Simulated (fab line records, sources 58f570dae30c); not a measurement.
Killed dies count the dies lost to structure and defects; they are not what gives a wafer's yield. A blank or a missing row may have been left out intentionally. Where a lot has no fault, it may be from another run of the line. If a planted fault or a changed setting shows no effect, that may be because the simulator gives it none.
Which of the tools did it?	flow berkeley cmos170	39 wafers from 13 lots sampled at 6 of the route's 331 steps

WHAT THE GAUGES READ, wafer by wafer
UCB170_PWELL_THK_MEAS_06.
lot	measured	on	PWELL_NITRIDE_THK (nm)
L355	day 3 14:01	film metro-04	224.0 221.9 221.6
L356	day 3 20:08	film metro-04	219.2 220.3 217.3
L359	day 4 04:25	film metro-03	220.0 218.8 219.4
L357	day 4 04:30	film metro-03	219.2 220.7 220.9
L360	day 4 13:40	film metro-02	221.0 221.1 221.1
L362	day 4 23:44	film metro-02	219.8 218.5 218.2
L364	day 5 11:43	film metro-04	219.6 219.6 218.2
L367	day 6 00:43	film metro-03	218.8 218.8 217.3
L369	day 6 09:19	film metro-04	218.6 220.7 219.6
L371	day 7 03:35	film metro-03	219.9 219.4 220.4
L374	day 7 11:29	film metro-04	221.4 224.2 224.0
L375	day 8 04:01	film metro-02	219.6 217.0 217.8
L377	day 8 07:41	film metro-03	227.9 226.8 227.7

UCB170_M3_RS_MEAS_02: the measuring method here is four-point-probe.
lot	measured	on	M3_AL_RS (ohm/sq)
L355	day 9 06:25	film metro-04	0.0318 0.0318 0.0323
L356	day 9 12:49	film metro-04	0.0321 0.0324 0.0322
L359	day 9 19:59	film metro-01	0.0320 0.0318 0.0318
L357	day 9 18:40	film metro-01	0.0316 0.0320 0.0326
L360	day 9 21:44	film metro-01	0.0314 0.0313 0.0315
L362	day 10 11:30	film metro-01	0.0327 0.0327 0.0331
L364	day 10 23:47	film metro-01	0.0319 0.0322 0.0321
L367	day 11 09:40	film metro-01	0.0318 0.0312 0.0319
L369	day 11 19:04	film metro-01	0.0316 0.0313 0.0318
L371	day 12 12:53	film metro-02	0.0317 0.0322 0.0322
L374	day 12 16:29	film metro-02	0.0323 0.0322 0.0323
L375	day 13 11:14	film metro-02	0.0319 0.0323 0.0322
L377	day 13 20:50	film metro-04	0.0414 0.0320 0.0318

UCB170_M3_THK_MEAS_03: measures by xrf.
lot	measured	on	M3_AL_THK (nm)
L355	day 9 06:32	film metro-04	904 900 886
L356	day 9 12:56	film metro-04	898 890 888
L359	day 9 20:07	film metro-01	901 905 899
L357	day 9 18:45	film metro-01	911 902 878
L360	day 9 21:51	film metro-01	915 919 914
L362	day 10 11:37	film metro-01	885 879 872
L364	day 10 23:53	film metro-01	903 891 897
L367	day 11 09:46	film metro-01	902 915 894
L369	day 11 19:11	film metro-01	908 913 901
L371	day 12 13:00	film metro-02	893 887 887
L374	day 12 16:37	film metro-02	881 888 882
L375	day 13 11:22	film metro-02	889 884 881
L377	day 13 20:56	film metro-04	694 896 900

EACH LOT AND THE TOOL THAT RAN IT (in order: tool; ch and the chambers of the sampled wafers; start)
lot	UCB170_PWELL_ETCH_14	UCB170_SPACER_CVD_00	UCB170_M3_SPUTTER_01
L355	rie diel-03 ch 0,1, day 3 15:45	pecvd-02 ch 0,1, day 7 19:29	pvd sputter-01, day 9 06:20
L356	rie diel-04 ch 0,1, day 3 21:05	pecvd-01 ch 0,2, day 8 03:48	pvd sputter-04, day 9 12:44
L359	rie diel-01 ch 0,2,3, day 4 06:08	pecvd-02 ch 0,2, day 8 12:44	pvd sputter-02, day 9 19:55
L357	rie diel-04 ch 0,2,3, day 4 06:37	pecvd-03 ch 0,1,2, day 8 13:11	pvd sputter-01, day 9 18:31
L360	rie diel-01 ch 0,2,3, day 4 15:25	pecvd-01 ch 1,2, day 8 13:10	pvd sputter-01, day 9 21:38
L362	rie diel-01 ch 0,1,2, day 5 01:41	pecvd-02 ch 0,2, day 9 02:40	pvd sputter-01, day 10 11:24
L364	rie diel-03 ch 0,1, day 5 13:48	pecvd-03 ch 0,1,2, day 9 14:35	pvd sputter-02, day 10 23:41
L367	rie diel-01 ch 0,1,3, day 6 02:28	pecvd-01 ch 1,2, day 10 01:49	pvd sputter-04, day 11 09:34
L369	rie diel-03 ch 0,1,2, day 6 11:05	pecvd-01 ch 0,2, day 10 08:42	pvd sputter-01, day 11 18:58
L371	rie diel-03 ch 1,2, day 7 04:52	pecvd-03 ch 0,1,2, day 11 06:23	pvd sputter-01, day 12 12:48
L374	rie diel-04 ch 0,1,3, day 7 13:12	pecvd-03 ch 0,1, day 11 07:51	pvd sputter-04, day 12 16:24
L375	rie diel-03 ch 0,1,3, day 8 05:47	pecvd-02 ch 0,1,2, day 12 00:56	pvd sputter-04, day 13 11:09
L377	rie diel-04 ch 1,2, day 8 10:02	pecvd-01 ch 0,2, day 12 16:39	pvd sputter-02, day 13 20:42
- UCB170_PWELL_ETCH_14: etches Si3N4 in CH3F/Ar/O2, stops on SiO2, target depth 242 nm, time 151 s.
- UCB170_SPACER_CVD_00: deposits SiO2 from TEOS/O2, target thk 376 nm, time 47 s.
- UCB170_M3_SPUTTER_01: material Al, target thk 900 nm, time 120 s.

WHAT THE TOOLS THEMSELVES READ (means of the sampled wafers that have a number; where no wafer has one, the mark that the record gives instead)
UCB170_PWELL_ETCH_14.
lot	tool	drypump motor current A (A)	mfc ar sccm (sccm)	oes product au (a.u.)	rf fwd power W (W)	throttle valve pct (%)
L355	rie diel-03	5.86	50.00	0.939	447.4	8.08
L356	rie diel-04	5.54	50.10	0.935	447.0	8.11
L359	rie diel-01	5.64	50.01	0.946	446.6	8.10
L357	rie diel-04	5.56	50.07	0.937	448.5	8.18
L360	rie diel-01	5.63	49.93	0.950	446.6	8.09
L362	rie diel-01	5.61	49.98	0.948	446.0	8.26
L364	rie diel-03	5.87	49.96	0.926	448.8	8.06
L367	rie diel-01	5.40	49.93	0.949	447.9	8.10
L369	rie diel-03	5.70	49.98	0.931	448.4	8.09
L371	rie diel-03	5.52	50.04	0.932	446.6	8.09
L374	rie diel-04	5.58	49.96	0.938	448.0	8.17
L375	rie diel-03	5.87	50.02	0.934	449.9	8.09
L377	rie diel-04	5.91	49.99	0.949	447.6	8.15

UCB170_SPACER_CVD_00.
lot	tool	heater power w (W)	rf fwd power W (W)
L355	pecvd-02	222	544.1
L356	pecvd-01	167	544.9
L359	pecvd-02	276	543.4
L357	pecvd-03	206	545.6
L360	pecvd-01	256	545.7
L362	pecvd-02	193	543.9
L364	pecvd-03	247	545.2
L367	pecvd-01	220	545.4
L369	pecvd-01	167	546.3
L371	pecvd-03	237	545.7
L374	pecvd-03	268	542.3
L375	pecvd-02	255	544.7
L377	pecvd-01	165	544.2

UCB170_M3_SPUTTER_01.
lot	tool	throttle valve pct (%)
L355	pvd sputter-01	29.7
L356	pvd sputter-04	30.3
L359	pvd sputter-02	31.0
L357	pvd sputter-01	31.4
L360	pvd sputter-01	30.0
L362	pvd sputter-01	29.9
L364	pvd sputter-02	29.9
L367	pvd sputter-04	30.2
L369	pvd sputter-01	30.0
L371	pvd sputter-01	30.7
L374	pvd sputter-04	30.6
L375	pvd sputter-04	30.3
L377	pvd sputter-02	30.8

THE ANSWER, worked out from the rows above alone
Rule: what is usual is taken from the lots themselves. The widest of any qualifying gaps counts: lots, ordered by their means at a reading, are off when they make up no more than a third of the lots, leave a main group of 4 or more, and stand apart from it by 3 or more times the standard deviation of that group's means. Not used: any main group whose means are identical at the precision the tables above print for the reading. Also off: a lot with no number at a reading for which 4 or more lots have one. Any other lot the step has rows for is counted as sound. First the gauges in route order, then the tools' own readings, where a lot's mean is used as printed above. The first step at which some lot is off is used, and at that step the reading that is off furthest; a lot without a number counts as furthest.
Off: at UCB170_M3_RS_MEAS_02 (M3_AL_RS), L377. The main group: mean 0.0320 ohm/sq, standard deviation 0.00036.
A tool fits if, at a process step before that reading, it ran every lot that is off, and no sound lot after the first of them. The gauges at UCB170_M3_RS_MEAS_02 aren't tried: what is off there is off at UCB170_PWELL_ETCH_14 too, on other tools, and a gauge's error can't cause that. Can't be told from this: 3 tools fit, rie diel-04 at UCB170_PWELL_ETCH_14, pecvd-01 at UCB170_SPACER_CVD_00, pvd sputter-02 at UCB170_M3_SPUTTER_01.

WHAT THE SIMULATOR HAD INSERTED
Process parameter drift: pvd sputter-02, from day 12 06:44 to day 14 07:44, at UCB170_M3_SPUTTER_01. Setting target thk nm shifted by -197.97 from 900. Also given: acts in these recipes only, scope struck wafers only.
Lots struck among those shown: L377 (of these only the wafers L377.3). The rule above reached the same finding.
